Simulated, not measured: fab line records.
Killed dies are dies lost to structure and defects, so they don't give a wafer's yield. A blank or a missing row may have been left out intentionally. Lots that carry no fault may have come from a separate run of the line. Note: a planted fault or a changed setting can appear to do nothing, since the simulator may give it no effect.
The tool behind it: which one? ; flow berkeley-cmos170 ; 15 lots, 45 wafers sampled, at 1 step of a route of 331

WHAT THE GAUGES READ, wafer by wafer
UCB170_SDANNEAL_RS_MEAS_03: uses a four-point probe to measure.
lot;measured;on;NSD_RS (ohm/sq)
L180;day 8 10:05;film-metro-04;37.21 37.20 37.28
L182;day 8 19:52;film-metro-02;37.39 37.24 37.28
L185;day 8 20:23;film-metro-04;37.29 37.29 37.34
L183;day 8 20:25;film-metro-02;37.25 37.32 37.25
L184;day 8 20:57;film-metro-02;37.31 37.24 37.27
L181;day 8 21:08;film-metro-04;37.36 37.36 37.40
L187;day 9 08:44;film-metro-03;37.17 37.21 37.12
L186;day 9 09:23;film-metro-04;37.36 37.26 37.32
L188;day 9 09:46;film-metro-03;37.25 37.25 37.31
L189;day 10 02:55;film-metro-03;37.22 37.22 37.15
L190;day 10 03:11;film-metro-02;37.06 37.14 37.16
L191;day 10 19:44;film-metro-02;37.33 37.16 37.22
L198;day 12 01:03;film-metro-04;37.21 37.29 37.21
L199;day 12 01:04;film-metro-03;37.23 37.29 37.20
L197;day 12 01:18;film-metro-02;37.10 37.31 37.25

TOOL THAT RAN EACH LOT (tool first, then ch and the chambers of the sampled wafers, then the start)
There is no process step in the record ahead of these readings.

AS READ BY THE TOOLS THEMSELVES (means over the sampled wafers that have a number; for cases with no such wafer, the mark the record gives instead)
The record holds no such reading with a usual standard deviation.

THE ANSWER, worked out from the rows above alone
Rule: the usual values come from the lots themselves. Put in order of their means at a reading, lots are off if they are a third of the lots or fewer, leave a main group of 4 or more, and stand apart from it by a gap of 3 or more times the standard deviation of the main group's means; of several such gaps the widest counts. Not used: any main group whose means are identical at the precision the tables above print for the reading. Also off: a lot with no number at a reading for which 4 or more lots have one. Where the step has rows for the other lots, those lots are counted as sound. The gauges are gone through in route order, then the tools' own readings, and for those a lot's mean is taken as printed above. The first step at which some lot is off is used, and at that step the reading that is off furthest; a lot without a number counts as furthest.
No lot is off at any reading shown: from this, nothing can be told.

WHAT HAD BEEN PUT IN BY THE SIMULATOR
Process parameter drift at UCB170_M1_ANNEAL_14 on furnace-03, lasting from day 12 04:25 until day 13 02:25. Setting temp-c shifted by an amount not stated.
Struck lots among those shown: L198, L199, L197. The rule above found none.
